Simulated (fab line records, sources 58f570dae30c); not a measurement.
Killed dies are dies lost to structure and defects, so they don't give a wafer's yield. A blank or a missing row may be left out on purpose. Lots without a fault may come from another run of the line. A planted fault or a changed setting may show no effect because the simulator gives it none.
Split-lot experiment | flow berkeley_cmos170 | 5 lots, 23 wafers read, on a route of 331 steps

THE SPLIT
At UCB170_SCREENOX_OXIDATION_01 (target thk 14.4 nm, ox time 2400 s), the setting temp_c was moved away from the recipe's 900 C on 15 of the 23 wafers read, by -2.5% to +1.8%. The other wafers ran this setting at the recipe's value.

The file shows no step between the split and the reading.

THE READING
SCREENOX_OXIDE_THK, in nm, at UCB170_SCREENOX_THK_MEAS_02. Fault-free wafers of this fab line usually give 14.37 nm, standard deviation 0.2 nm.

wafer  | tool, chamber at the split | temp_c as run, C | against the recipe | SCREENOX_OXIDE_THK, nm | against lot-mates on the recipe
L078.1 | -, -                       | 916.6            | +1.8%              | 16.99                  | no lot-mate on the recipe
L078.2 | -, -                       | 916.6            | +1.8%              | 17.10                  | no lot-mate on the recipe
L078.3 | -, -                       | 916.6            | +1.8%              | 17.04                  | no lot-mate on the recipe
L078.5 | -, -                       | 916.6            | +1.8%              | 16.76                  | no lot-mate on the recipe
L078.6 | -, -                       | 916.6            | +1.8%              | 17.03                  | no lot-mate on the recipe
L076.1 | -, -                       | 877.6            | -2.5%              | 11.12                  | no lot-mate on the recipe
L076.2 | -, -                       | 877.6            | -2.5%              | 11.33                  | no lot-mate on the recipe
L076.3 | -, -                       | 877.6            | -2.5%              | 10.90                  | no lot-mate on the recipe
L076.4 | -, -                       | 877.6            | -2.5%              | 11.33                  | no lot-mate on the recipe
L076.6 | -, -                       | 877.6            | -2.5%              | 10.91                  | no lot-mate on the recipe
L080.1 | -, -                       | 888.8            | -1.2%              | 12.87                  | no lot-mate on the recipe
L080.2 | -, -                       | 888.8            | -1.2%              | 12.69                  | no lot-mate on the recipe
L080.3 | -, -                       | 888.8            | -1.2%              | 12.71                  | no lot-mate on the recipe
L080.4 | -, -                       | 888.8            | -1.2%              | 12.79                  | no lot-mate on the recipe
L080.6 | -, -                       | 888.8            | -1.2%              | 12.68                  | no lot-mate on the recipe
L085.1 | furnace-02, 0              | 900              | recipe             | 14.43                  | -
L085.2 | furnace-02, 0              | 900              | recipe             | 14.22                  | -
L085.6 | furnace-02, 0              | 900              | recipe             | 14.09                  | -
L084.1 | -, -                       | 900              | recipe             | 14.80                  | -
L084.2 | -, -                       | 900              | recipe             | 14.73                  | -
L084.3 | -, -                       | 900              | recipe             | 14.74                  | -
L084.4 | -, -                       | 900              | recipe             | 14.59                  | -
L084.6 | -, -                       | 900              | recipe             | 14.63                  | -

THE FIT
A straight line over all 23 wafers: SCREENOX_OXIDE_THK changes by +1.36 nm for each +1% of temp_c; r = +1.00; the points scatter about the line by 0.19 nm.
Too few moved wafers have a lot-mate on the recipe to fit a line with each lot's own level taken away.

THE WHOLE CHAIN: every reading that the file lists as answering this split, in the file's order
step                         | what it does                       | reading                                                                               | change (the file's fit)              | r (the file's)
UCB170_SCREENOX_OXIDATION_01 | target thk 14.4 nm, ox time 2400 s | SiO2_of_SCREENOX_OXIDATION_01.thk_nm (the simulator's own value, which no gauge read) | +1.36 nm for each +1% of the setting | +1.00
UCB170_SCREENOX_THK_MEAS_02  |                                    | SCREENOX_OXIDE_THK                                                                    | +1.36 for each +1% of the setting    | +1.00

THE FILE'S OWN FIT
SCREENOX_OXIDE_THK changes by +1.36 nm for each +1% of temp_c, r = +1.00.
